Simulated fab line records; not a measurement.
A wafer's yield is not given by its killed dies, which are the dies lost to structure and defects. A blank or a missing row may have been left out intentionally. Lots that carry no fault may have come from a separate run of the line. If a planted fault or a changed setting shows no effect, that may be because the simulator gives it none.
Split-lot trial :: flow berkeleyCmos170 :: on a route of 331 steps: 5 lots, 23 wafers read

## SPLIT DETAILS
At UCB170_PWELL_IMPLANT_15, the setting energyKev was moved away from the recipe's 60 on 7 of the 23 wafers read, by -3.7% to +5.5%. For the rest of the wafers, this setting stayed at what the recipe calls for.

Reading taken at the split's own step.

## THE READING
implant.drpNm (the simulator's own value, which no gauge read), in nm, at UCB170_PWELL_IMPLANT_15. The file does not state a usual value for it.

wafer: L074.1
tool, chamber at the split: implanter-03, 0
energyKev as run: 60
against the recipe: recipe
implant.drpNm, nm: 64.7
against lot-mates on the recipe: -

wafer: L074.2
tool, chamber at the split: implanter-03, 0
energyKev as run: 60
against the recipe: recipe
implant.drpNm, nm: 64.7
against lot-mates on the recipe: -

wafer: L074.3
tool, chamber at the split: implanter-03, 0
energyKev as run: 60
against the recipe: recipe
implant.drpNm, nm: 64.7
against lot-mates on the recipe: -

wafer: L076.1
tool, chamber at the split: implanter-02, 0
energyKev as run: 63.31
against the recipe: +5.5%
implant.drpNm, nm: 66.54
against lot-mates on the recipe: +1.84

wafer: L076.4
tool, chamber at the split: implanter-02, 0
energyKev as run: 63.31
against the recipe: +5.5%
implant.drpNm, nm: 66.54
against lot-mates on the recipe: +1.84

wafer: L076.6
tool, chamber at the split: implanter-02, 0
energyKev as run: 63.31
against the recipe: +5.5%
implant.drpNm, nm: 66.54
against lot-mates on the recipe: +1.84

wafer: L076.2
tool, chamber at the split: implanter-02, 0
energyKev as run: 60
against the recipe: recipe
implant.drpNm, nm: 64.7
against lot-mates on the recipe: -

wafer: L076.3
tool, chamber at the split: implanter-02, 0
energyKev as run: 60
against the recipe: recipe
implant.drpNm, nm: 64.7
against lot-mates on the recipe: -

wafer: L077.1
tool, chamber at the split: implanter-03, 0
energyKev as run: 60
against the recipe: recipe
implant.drpNm, nm: 64.7
against lot-mates on the recipe: -

wafer: L077.3
tool, chamber at the split: implanter-03, 0
energyKev as run: 60
against the recipe: recipe
implant.drpNm, nm: 64.7
against lot-mates on the recipe: -

wafer: L077.4
tool, chamber at the split: implanter-03, 0
energyKev as run: 60
against the recipe: recipe
implant.drpNm, nm: 64.7
against lot-mates on the recipe: -

wafer: L077.5
tool, chamber at the split: implanter-03, 0
energyKev as run: 62.98
against the recipe: +5.0%
implant.drpNm, nm: 66.36
against lot-mates on the recipe: +1.66

wafer: L077.6
tool, chamber at the split: implanter-03, 0
energyKev as run: 62.98
against the recipe: +5.0%
implant.drpNm, nm: 66.36
against lot-mates on the recipe: +1.66

wafer: L081.2
tool, chamber at the split: implanter-01, 0
energyKev as run: 60
against the recipe: recipe
implant.drpNm, nm: 64.7
against lot-mates on the recipe: -

wafer: L081.3
tool, chamber at the split: implanter-01, 0
energyKev as run: 60
against the recipe: recipe
implant.drpNm, nm: 64.7
against lot-mates on the recipe: -

wafer: L081.4
tool, chamber at the split: implanter-01, 0
energyKev as run: 60
against the recipe: recipe
implant.drpNm, nm: 64.7
against lot-mates on the recipe: -

wafer: L081.5
tool, chamber at the split: implanter-01, 0
energyKev as run: 60
against the recipe: recipe
implant.drpNm, nm: 64.7
against lot-mates on the recipe: -

wafer: L081.6
tool, chamber at the split: implanter-01, 0
energyKev as run: 60
against the recipe: recipe
implant.drpNm, nm: 64.7
against lot-mates on the recipe: -

wafer: L082.2
tool, chamber at the split: implanter-03, 0
energyKev as run: 57.78
against the recipe: -3.7%
implant.drpNm, nm: 63.41
against lot-mates on the recipe: -1.29

wafer: L082.5
tool, chamber at the split: implanter-03, 0
energyKev as run: 57.78
against the recipe: -3.7%
implant.drpNm, nm: 63.41
against lot-mates on the recipe: -1.29

wafer: L082.3
tool, chamber at the split: implanter-03, 0
energyKev as run: 60
against the recipe: recipe
implant.drpNm, nm: 64.7
against lot-mates on the recipe: -

wafer: L082.4
tool, chamber at the split: implanter-03, 0
energyKev as run: 60
against the recipe: recipe
implant.drpNm, nm: 64.7
against lot-mates on the recipe: -

wafer: L082.6
tool, chamber at the split: implanter-03, 0
energyKev as run: 60
against the recipe: recipe
implant.drpNm, nm: 64.7
against lot-mates on the recipe: -

THE FIT
A straight line over all 23 wafers: implant.drpNm changes by +0.337 nm for each +1% of energyKev; r = +1.00; the points scatter about the line by 0.014 nm.
The same after taking each lot's own level away (the mean of its wafers on the recipe; 23 wafers): +0.337 nm for each +1%; r = +1.00; scatter 0.014 nm.
According to that fit, moving energyKev by its largest amount changes the reading by 1.9 nm.
The lots' own levels span 64.700 to 64.700 nm.
Hence the lot-to-lot level has little effect on the slope; both slopes agree.
Check: +1.85 nm against its lot-mates is what the line predicts for one of the wafers moved furthest among these (+5.5%) when that wafer is left out of the fit. It came out at +1.84 nm against them.

## OTHER SPLITS ON THESE WAFERS
Other splits were also applied to these wafers ahead of the reading. Each is held against what the fit with the lots' levels taken away leaves over:
other split on the same wafers: UCB170_START_OXIDATION_02 oxTimeS
wafers away from the commonest value: 15
r with implant.drpNm (lot level and that fit taken away): -0.36

other split on the same wafers: UCB170_NWELL_OXIDATION_01 tempC
wafers away from the commonest value: 18
r with implant.drpNm (lot level and that fit taken away): +0.00

other split on the same wafers: UCB170_PWELL_CVD_05 pressureMtorr
wafers away from the commonest value: 10
r with implant.drpNm (lot level and that fit taken away): -0.29

## THE WHOLE CHAIN: every reading that the file lists as answering this split, in the file's order
step: UCB170_PWELL_IMPLANT_15
what it does: 
reading: implant.rpNm (the simulator's own value, which no gauge read)
change (the file's fit): +2.4 nm for each +1% of the setting
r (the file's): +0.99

step: UCB170_PWELL_IMPLANT_15
what it does: 
reading: implant.drpNm (the simulator's own value, which no gauge read)
change (the file's fit): +0.338 nm for each +1% of the setting
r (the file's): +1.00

## THE FILE'S OWN FIT
implant.drpNm changes by +0.338 nm for each +1% of energyKev, r = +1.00.
